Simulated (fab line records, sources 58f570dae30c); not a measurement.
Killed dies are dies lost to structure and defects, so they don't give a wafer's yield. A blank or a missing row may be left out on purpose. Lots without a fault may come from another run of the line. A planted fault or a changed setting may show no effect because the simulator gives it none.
Problem report in the 8D (eight disciplines) form, filled by code | flow berkeley_cmos170 | the parts of the form that need people (team, actions taken, sign-off) are left out

1. THE PROBLEM
beam_energy_keV at UCB170_PWELL_IMPLANT_15 reads a mean of 61.323 on 6 wafers of 2 lots; wafers without a fault read 60.000 with a standard deviation of 0.02. That is +66 standard deviations from the usual mean.
First seen on wafer L554.1, day 7 05:29, on implanter-03. The record holds 18 wafers of 6 lots with a number at this step. Rule for "out", or "out of limits": more than 4 standard deviations from the usual mean. The other wafers with a number count as sound.

2. WHAT IT IS AND WHAT IT IS NOT
question                    | is                     | is not
which readings at this step | beam_energy_keV        | -
which lots                  | L553, L554             | L535, L537, L543, L555
which wafers of those lots  | all that have a number | -
read on which tools         | implanter-03           | implanter-01, implanter-02
when                        | from day 7 05:29       | up to then (9 sound wafers); but 3 sound wafers of L555 came after

3. SUSPECTS, AND WHAT RULES EACH OUT
Counting: a tool at a process step up to the reading stays a suspect if it ran every lot that is out and no sound lot after the first of them.
- implanter-03 at UCB170_PWELL_IMPLANT_15: kept. It ran every lot that is out, first L554 (day 7 05:29), and no sound lot after that; its last sound lot up to then is L543 (day 4 21:30). Its own readings are out on those wafers: beam_energy_keV.
Left after counting: implanter-03 at UCB170_PWELL_IMPLANT_15.

4. THE CAUSE (what the simulator had put in)
Process parameter drift: implanter-03, from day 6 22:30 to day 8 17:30, at UCB170_PWELL_IMPLANT_15. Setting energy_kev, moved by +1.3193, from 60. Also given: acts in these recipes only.
Counting left only this tool.

5. THE CHAIN OF EFFECTS, in route order
Each row: a reading whose mean over the struck wafers that have a number lies more than 3 standard deviations from the usual. Only readings for which the record gives a usual standard deviation are gone through. hours: the time from each lot's start at the first step in this table that gives one to its start at this step, as a median over the lots. sigmas: the change in usual standard deviations.
hours | step                    | reading         | usual  | on struck wafers | change | sigmas
0     | UCB170_PWELL_IMPLANT_15 | beam_energy_keV | 60.000 | 61.323           | +1.323 | +66
The process steps in it:
- UCB170_PWELL_IMPLANT_15

6. WHAT WOULD HAVE CAUGHT IT SOONER
In this record the first reading out of limits was taken at day 7 05:29, 7 hours after the fault began at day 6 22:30.
